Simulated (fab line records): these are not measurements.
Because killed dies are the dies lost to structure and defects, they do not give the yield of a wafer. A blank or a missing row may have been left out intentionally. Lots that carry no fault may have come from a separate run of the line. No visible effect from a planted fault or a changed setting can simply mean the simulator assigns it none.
fab line records :: flow ritCmos
record:
  lots: 15
  wafers: 45
  lastDay: 7
route steps=202 shown PLDD@119
lots with no fault: from the same line, run without faults
startH: hours from the record's first day to the start of the lot's first wafer shown :: waitH: time in hours since the lot's previous step :: " unchanged from the row above :: L1.1+2: one row covering several wafers at once :: - no value, or no start given :: * or withheld: withheld :: < > ~ a bound
route shown NAME@n: NAME is a module with steps in the file, n the number in the route of the first one :: usual: the fault-free wafers' mean and standard deviation :: same: alike in all rows :: chamber/n: place in a boat :: sites: readings site by site :: _std_site: standard deviation across them :: _edge_site: inner sites' mean taken away from outer sites' mean :: radiusMm: how far each site lies from the wafer's centre :: mask NAME#n: copy n :: behind: the tool/chamber that last shaped the wafer :: hold: what put the lot on hold/how long, in hours/how the hold closed :: device: the n, p or np transistor that did not switch :: end of line: tests run on the same wafers once the route is complete :: step lacking rows: just its recipe :: killed: dies lost to structure and defects at the first sort, not the wafer's yield :: map: the dies of a wafer, with x for killed, . for not killed, _ for no die there
set.NAME: the setting that was run; set.NAME@STEP: the one run at that earlier step :: model.NAME: the simulator's own value behind a step, which no gauge read
one table for each step of the route and one row for each wafer, over a sample of lots
== steps ==
step: RIT_PLDD_DEVELOP_05
recipe:
  resist: NOVOLAK
  developTimeS: 50
  devTempC: 23
usual:
  chillPlateTempC: 23.00/0.098
  developTimeS: 50/0
lot.wafer: L356.2
tool: lithoTrack-03
chamber: 0
startH: 42
waitH: -
chillPlateTempC: 23.09
developTimeS: 50

lot.wafer: L356.4
tool: lithoTrack-03
chamber: 0
startH: 42
waitH: -
chillPlateTempC: 23.21
developTimeS: 50

lot.wafer: L356.5
tool: lithoTrack-03
chamber: 0
startH: 42
waitH: -
chillPlateTempC: 23.09
developTimeS: 50

lot.wafer: L357.1
tool: lithoTrack-03
chamber: 0
startH: 49
waitH: -
chillPlateTempC: 23.13
developTimeS: 50

lot.wafer: L357.4
tool: lithoTrack-03
chamber: 0
startH: 49
waitH: -
chillPlateTempC: 22.87
developTimeS: 50

lot.wafer: L357.6
tool: lithoTrack-03
chamber: 0
startH: 49
waitH: -
chillPlateTempC: 23.04
developTimeS: 50

lot.wafer: L358.1
tool: lithoTrack-04
chamber: 0
startH: 54
waitH: -
chillPlateTempC: 23.17
developTimeS: 50

lot.wafer: L358.4
tool: lithoTrack-04
chamber: 0
startH: 54
waitH: -
chillPlateTempC: 23.20
developTimeS: 50

lot.wafer: L358.6
tool: lithoTrack-04
chamber: 0
startH: 54
waitH: -
chillPlateTempC: 23.07
developTimeS: 50

lot.wafer: L359.1
tool: lithoTrack-02
chamber: 0
startH: 58
waitH: -
chillPlateTempC: 23.02
developTimeS: 50

lot.wafer: L359.4
tool: lithoTrack-02
chamber: 0
startH: 58
waitH: -
chillPlateTempC: 22.93
developTimeS: 50

lot.wafer: L359.6
tool: lithoTrack-02
chamber: 0
startH: 58
waitH: -
chillPlateTempC: 22.88
developTimeS: 50

lot.wafer: L361.1
tool: lithoTrack-03
chamber: 0
startH: 71
waitH: -
chillPlateTempC: 22.91
developTimeS: 50

lot.wafer: L361.3
tool: lithoTrack-03
chamber: 0
startH: 71
waitH: -
chillPlateTempC: 23.02
developTimeS: 50

lot.wafer: L361.4
tool: lithoTrack-03
chamber: 0
startH: 71
waitH: -
chillPlateTempC: 23.03
developTimeS: 50

lot.wafer: L362.1
tool: lithoTrack-03
chamber: 0
startH: 74
waitH: -
chillPlateTempC: 22.95
developTimeS: 50

lot.wafer: L362.2
tool: lithoTrack-03
chamber: 0
startH: 74
waitH: -
chillPlateTempC: 23.13
developTimeS: 50

lot.wafer: L362.3
tool: lithoTrack-03
chamber: 0
startH: 74
waitH: -
chillPlateTempC: 23.07
developTimeS: 50

lot.wafer: L363.2
tool: lithoTrack-04
chamber: 0
startH: 82
waitH: -
chillPlateTempC: 23.11
developTimeS: 50

lot.wafer: L363.3
tool: lithoTrack-04
chamber: 0
startH: 83
waitH: -
chillPlateTempC: 22.97
developTimeS: 50

lot.wafer: L363.4
tool: lithoTrack-04
chamber: 0
startH: 83
waitH: -
chillPlateTempC: 22.99
developTimeS: 50

lot.wafer: L364.1
tool: lithoTrack-02
chamber: 0
startH: 84
waitH: -
chillPlateTempC: 23.03
developTimeS: 50

lot.wafer: L364.2
tool: lithoTrack-02
chamber: 0
startH: 84
waitH: -
chillPlateTempC: 23.01
developTimeS: 50

lot.wafer: L364.6
tool: lithoTrack-02
chamber: 0
startH: 84
waitH: -
chillPlateTempC: 22.75
developTimeS: 50

lot.wafer: L370.1
tool: lithoTrack-03
chamber: -
startH: 113
waitH: -
chillPlateTempC: -
developTimeS: -

lot.wafer: L370.2
tool: lithoTrack-03
chamber: -
startH: 113
waitH: -
chillPlateTempC: -
developTimeS: -

lot.wafer: L370.3
tool: lithoTrack-03
chamber: -
startH: 113
waitH: -
chillPlateTempC: -
developTimeS: -

lot.wafer: L371.1
tool: lithoTrack-04
chamber: -
startH: 117
waitH: -
chillPlateTempC: -
developTimeS: -

lot.wafer: L371.4
tool: lithoTrack-04
chamber: -
startH: 117
waitH: -
chillPlateTempC: -
developTimeS: -

lot.wafer: L371.5
tool: lithoTrack-04
chamber: -
startH: 117
waitH: -
chillPlateTempC: -
developTimeS: -

lot.wafer: L372.1
tool: lithoTrack-03
chamber: -
startH: 121
waitH: -
chillPlateTempC: -
developTimeS: -

lot.wafer: L372.2
tool: lithoTrack-03
chamber: -
startH: 121
waitH: -
chillPlateTempC: -
developTimeS: -

lot.wafer: L372.4
tool: lithoTrack-03
chamber: -
startH: 122
waitH: -
chillPlateTempC: -
developTimeS: -

lot.wafer: L375.1
tool: lithoTrack-04
chamber: 0
startH: 138
waitH: -
chillPlateTempC: 23.03
developTimeS: 50

lot.wafer: L375.2
tool: lithoTrack-04
chamber: 0
startH: 138
waitH: -
chillPlateTempC: 23.09
developTimeS: 50

lot.wafer: L375.4
tool: lithoTrack-04
chamber: 0
startH: 138
waitH: -
chillPlateTempC: 22.99
developTimeS: 50

lot.wafer: L376.2
tool: lithoTrack-04
chamber: 0
startH: 143
waitH: -
chillPlateTempC: 22.98
developTimeS: 50

lot.wafer: L376.5
tool: lithoTrack-04
chamber: 0
startH: 143
waitH: -
chillPlateTempC: 22.90
developTimeS: 50

lot.wafer: L376.6
tool: lithoTrack-04
chamber: 0
startH: 143
waitH: -
chillPlateTempC: 22.91
developTimeS: 50

lot.wafer: L378.1
tool: lithoTrack-03
chamber: 0
startH: 154
waitH: -
chillPlateTempC: 23.13
developTimeS: 50

lot.wafer: L378.5
tool: lithoTrack-03
chamber: 0
startH: 154
waitH: -
chillPlateTempC: 22.97
developTimeS: 50

lot.wafer: L378.6
tool: lithoTrack-03
chamber: 0
startH: 154
waitH: -
chillPlateTempC: 23.03
developTimeS: 50

lot.wafer: L379.2
tool: lithoTrack-03
chamber: 0
startH: 159
waitH: -
chillPlateTempC: 22.91
developTimeS: 50

lot.wafer: L379.3
tool: lithoTrack-03
chamber: 0
startH: 159
waitH: -
chillPlateTempC: 22.97
developTimeS: 50

lot.wafer: L379.4
tool: lithoTrack-03
chamber: 0
startH: 159
waitH: -
chillPlateTempC: 22.91
developTimeS: 50
== key ==
firstSign:
  step: RIT_PLDD_DEVELOP_05
  reading: toolRecord
  direction: missing
effect none on later readings
metAt RIT_PLDD_DEVELOP_05
struckLots L370,L371,L372
sortLeftOut L370.1,L370.2,L370.3,L371.1,L371.4,L371.5,L372.1,L372.2,L372.4
testerLeftOut L370,L371,L372
onsetBetween 82 113
fault:
  kind: skippedStepWhole
  tool: lithoTrack-03,lithoTrack-04
  chamber: -
  onsetH: 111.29
  steps: RIT_PLDD_DEVELOP_05
  scope: struckLotsOnly
testerLeftOut: of these lots the tester's yield and bins aren't shown, on N5 and GAA mostly nor the transistor test; their killed dies are dies lost to structure and defects alone, not to doping, threshold or leakage, so they don't give the yield
sortLeftOut: the simulated sort isn't trusted on such a fault, so these wafers' sort isn't shown, and their yield isn't known
